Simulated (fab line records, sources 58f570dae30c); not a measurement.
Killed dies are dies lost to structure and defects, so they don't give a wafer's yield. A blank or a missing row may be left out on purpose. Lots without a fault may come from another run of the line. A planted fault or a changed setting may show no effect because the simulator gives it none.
Which tool did it? | flow berkeley_cmos170 | 14 lots, 42 wafers sampled, at 5 steps of a route of 331

WHAT THE GAUGES READ, wafer by wafer
UCB170_CONTACT_CD_MEAS_15: target cd 700 nm. Usual: cd_nm 700.2 nm, standard deviation 1.4.
lot  | measured     | on        | cd_nm (nm)        | flag
L728 | day 8 04:40  | cd_sem-02 | 700.2 700.3 700.3 |
L729 | day 8 04:55  | cd_sem-02 | 699.1 698.7 699.4 |
L732 | day 8 18:35  | cd_sem-01 | 701.0 701.3 702.4 |
L730 | day 8 21:13  | cd_sem-02 | 703.0 703.2 702.2 |
L735 | day 9 06:40  | cd_sem-01 | 697.9 697.7 699.5 |
L734 | day 9 04:44  | cd_sem-02 | 700.4 701.9 701.0 |
L733 | day 9 07:32  | cd_sem-02 | 699.5 699.4 700.0 |
L736 | day 9 21:55  | cd_sem-01 | 700.8 701.2 700.7 |
L738 | day 10 16:41 | cd_sem-02 | 699.5 699.6 698.6 |
L737 | day 10 16:47 | cd_sem-01 | 702.1 702.0 703.1 |
L744 | day 11 15:04 | cd_sem-01 | 699.8 700.0 698.5 |
L746 | day 12 03:05 | cd_sem-02 | 700.4 701.3 700.7 |
L749 | day 12 14:01 | cd_sem-02 | 698.7 699.2 700.2 |
L750 | day 12 14:19 | cd_sem-01 | 702.9 701.7 702.3 |

UCB170_M1_RS_MEAS_01: measures by four-point-probe. Usual: M1_AL_RS 0.0495 ohm/sq, standard deviation 0.00051.
lot  | measured     | on            | M1_AL_RS (ohm/sq)    | flag
L728 | day 8 05:26  | film_metro-01 | 0.0495 0.0496 0.0494 |
L729 | day 8 05:49  | film_metro-02 | 0.0483 0.0486 0.0485 |
L732 | day 8 19:25  | film_metro-04 | 0.0494 0.0496 0.0491 |
L730 | day 8 22:00  | film_metro-02 | 0.0509 0.0505 0.0505 |
L735 | day 9 07:26  | film_metro-01 | 0.0491 0.0493 0.0487 |
L734 | day 9 05:42  | film_metro-01 | 0.0485 0.0488 0.0489 |
L733 | day 9 08:19  | film_metro-01 | 0.0497 0.0499 0.0505 |
L736 | day 9 22:42  | film_metro-02 | 0.0492 0.0492 0.0494 |
L738 | day 10 17:29 | film_metro-01 | 0.0491 0.0492 0.0490 |
L737 | day 10 17:40 | film_metro-02 | 0.0500 0.0496 0.0496 |
L744 | day 11 16:06 | film_metro-04 | 0.0501 0.0503 0.0498 |
L746 | day 12 03:53 | film_metro-02 | 0.0489 0.0494 0.0489 |
L749 | day 12 14:48 | film_metro-02 | 0.0490 0.0488 0.0492 |
L750 | day 12 15:06 | film_metro-04 | 0.0492 0.0492 0.0491 |

UCB170_V1_THK_MEAS_01. Usual: V1_TEOS_THK 1999 nm, standard deviation 25.
lot  | measured     | on            | V1_TEOS_THK (nm)              | flag
L728 | day 8 11:07  | film_metro-03 | 1995 2005 1991                |
L729 | day 8 11:02  | film_metro-03 | 1983 1966 2003                |
L732 | day 9 00:25  | film_metro-04 | 1939 1997 2025                |
L730 | day 9 02:22  | film_metro-03 | 1971 1996 2032                |
L735 | day 9 10:38  | film_metro-03 | 1966 1990 2003                |
L734 | day 9 09:17  | film_metro-01 | 1966 2046 2000                |
L733 | day 9 12:49  | film_metro-03 | 1982 2027 2041                |
L736 | day 10 02:08 | film_metro-04 | 1973 2019 2006                |
L738 | day 10 21:47 | film_metro-03 | 1992 1989 2033                |
L737 | day 10 21:48 | film_metro-01 | 1989 1982 2003                |
L744 | day 11 20:46 | film_metro-03 | 2041 2044 1734 2041 2043 1734 |
L746 | day 12 07:04 | film_metro-01 | 2003 2021 1761 2004 2021 1760 |
L749 | day 12 19:04 | film_metro-04 | 1965 1982 2005                |
L750 | day 12 20:25 | film_metro-01 | 1971 1994 2015                |

WHICH TOOL RAN EACH LOT (tool, then ch and the chambers of the sampled wafers, then the start)
lot  | UCB170_BACKSIDE_STRIP_03             | UCB170_V1_CVD_00
L728 | plasma_asher-02 ch 0,1, day 7 19:32  | pecvd-01 ch 1,2, day 8 10:52
L729 | plasma_asher-01 ch 0,1, day 7 19:43  | pecvd-03 ch 0,2, day 8 10:52
L732 | plasma_asher-02 ch 0,1, day 8 12:45  | pecvd-01 ch 0,1,2, day 9 00:13
L730 | plasma_asher-01 ch 0,1, day 8 12:51  | pecvd-03 ch 0,1,2, day 9 02:12
L735 | plasma_asher-02 ch 0,1, day 8 23:19  | pecvd-01 ch 0,1,2, day 9 10:29
L734 | plasma_asher-01 ch 0,1, day 8 23:19  | pecvd-02 ch 1,2, day 9 09:06
L733 | plasma_asher-01 ch 0,1, day 8 23:48  | pecvd-03 ch 0,2, day 9 12:38
L736 | plasma_asher-01 ch 1, day 9 16:37    | pecvd-02 ch 0,2, day 10 01:59
L738 | plasma_asher-02 ch 0,1, day 10 08:28 | pecvd-03 ch 0,1,2, day 10 21:38
L737 | plasma_asher-01 ch 0,1, day 10 08:43 | pecvd-02 ch 0,1,2, day 10 21:38
L744 | plasma_asher-02 ch 0,1, day 11 07:32 | pecvd-03 ch 0,1,2, day 11 20:39
L746 | plasma_asher-01 ch 0,1, day 11 21:27 | pecvd-03 ch 0,1,2, day 12 06:55
L749 | plasma_asher-01 ch 1, day 12 08:02   | pecvd-02 ch 1,2, day 12 18:54
L750 | plasma_asher-03 ch 0,1, day 12 08:12 | pecvd-01 ch 0,2, day 12 20:14
- UCB170_BACKSIDE_STRIP_03: strips in O2.
- UCB170_V1_CVD_00: deposits SiO2 from TEOS/O2, target thk 2000 nm, time 250 s.

WHAT THE TOOLS THEMSELVES READ (means of the sampled wafers that have a number; where no wafer has one, the mark that the record gives instead)
UCB170_BACKSIDE_STRIP_03. Usual: drypump_motor_current_A 5.9 A, standard deviation 0.59; o2_flow_sccm 400.1 sccm, standard deviation 1.2; oes_product_au 0.734 a.u., standard deviation 0.0046; strip_time_to_endpoint_s 21.96 s, standard deviation 0.062.
lot  | tool            | drypump_motor_current_A (A) | o2_flow_sccm (sccm) | oes_product_au (a.u.) | strip_time_to_endpoint_s (s) | flag
L728 | plasma_asher-02 | 6.0                         | 400.2               | 0.732                 | 21.85                        |
L729 | plasma_asher-01 | 6.1                         | 400.6               | 0.739                 | 21.98                        |
L732 | plasma_asher-02 | 6.4                         | 399.9               | 0.734                 | 21.98                        |
L730 | plasma_asher-01 | 6.1                         | 399.9               | 0.735                 | 21.95                        |
L735 | plasma_asher-02 | 6.1                         | 399.8               | 0.734                 | 21.94                        |
L734 | plasma_asher-01 | 6.1                         | 400.7               | 0.730                 | 22.09                        |
L733 | plasma_asher-01 | 6.1                         | 399.2               | 0.736                 | 21.93                        |
L736 | plasma_asher-01 | 6.0                         | 399.7               | 0.733                 | 22.03                        |
L738 | plasma_asher-02 | 6.1                         | 400.1               | 0.735                 | 21.91                        |
L737 | plasma_asher-01 | 6.1                         | 400.1               | 0.733                 | 21.93                        |
L744 | plasma_asher-02 | 6.4                         | 400.6               | 0.733                 | 21.91                        |
L746 | plasma_asher-01 | 6.1                         | 398.7               | 0.736                 | 22.03                        |
L749 | plasma_asher-01 | 6.0                         | 399.4               | 0.732                 | 21.96                        |
L750 | plasma_asher-03 | 4.8                         | 399.5               | 0.734                 | 21.95                        |

UCB170_V1_CVD_00. Usual: heater_power_w 262 W, standard deviation 49; rf_fwd_power_W 548.4 W, standard deviation 1.9.
lot  | tool     | heater_power_w (W) | rf_fwd_power_W (W) | flag
L728 | pecvd-01 | 298                | 549.5              |
L729 | pecvd-03 | 276                | 549.3              |
L732 | pecvd-01 | 262                | 549.6              |
L730 | pecvd-03 | 275                | 547.0              |
L735 | pecvd-01 | 277                | 550.8              |
L734 | pecvd-02 | 245                | 550.2              |
L733 | pecvd-03 | 237                | 548.2              |
L736 | pecvd-02 | 257                | 548.1              |
L738 | pecvd-03 | 251                | 550.9              |
L737 | pecvd-02 | 259                | 548.0              |
L744 | pecvd-03 | 277                | 476.8              | OFF
L746 | pecvd-03 | 289                | 474.6              | OFF
L749 | pecvd-02 | 288                | 548.4              |
L750 | pecvd-01 | 227                | 547.6              |

THE ANSWER, worked out from the rows above alone
Rule: a lot is off if the mean of its wafers that have a number lies more than 3 standard deviations from the usual mean. A lot without any number at a reading at which 4 lots or more have one is off too. The other lots that the step has rows for count as sound. The gauges are gone through in route order, then the tools' own readings, and for those a lot's mean is taken as printed above. The first step at which some lot is off is used, and at that step the reading that is off furthest; a lot without a number counts as furthest.
Off: L744, L746, at UCB170_V1_CVD_00 (rf_fwd_power_W).
A tool fits if, at that step or a process step before it, it ran every lot that is off, and no sound lot after the first of them. One fits: pecvd-03 at UCB170_V1_CVD_00. Its last sound lot is L738 (day 10 21:38), its first lot that is off L744 (day 11 20:39): a fault that began between those two fits.
The tool's own readings at UCB170_V1_CVD_00 bear it out: on the lots that are off they differ by more than 5 times the standard deviation of the sound lots' means. rf_fwd_power_W reads 475.7 W there against 549.0 W on the sound lots.

WHAT THE SIMULATOR HAD PUT IN
Process parameter drift: pecvd-03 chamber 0, from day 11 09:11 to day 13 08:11, at UCB170_V1_CVD_00. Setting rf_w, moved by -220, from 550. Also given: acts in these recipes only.
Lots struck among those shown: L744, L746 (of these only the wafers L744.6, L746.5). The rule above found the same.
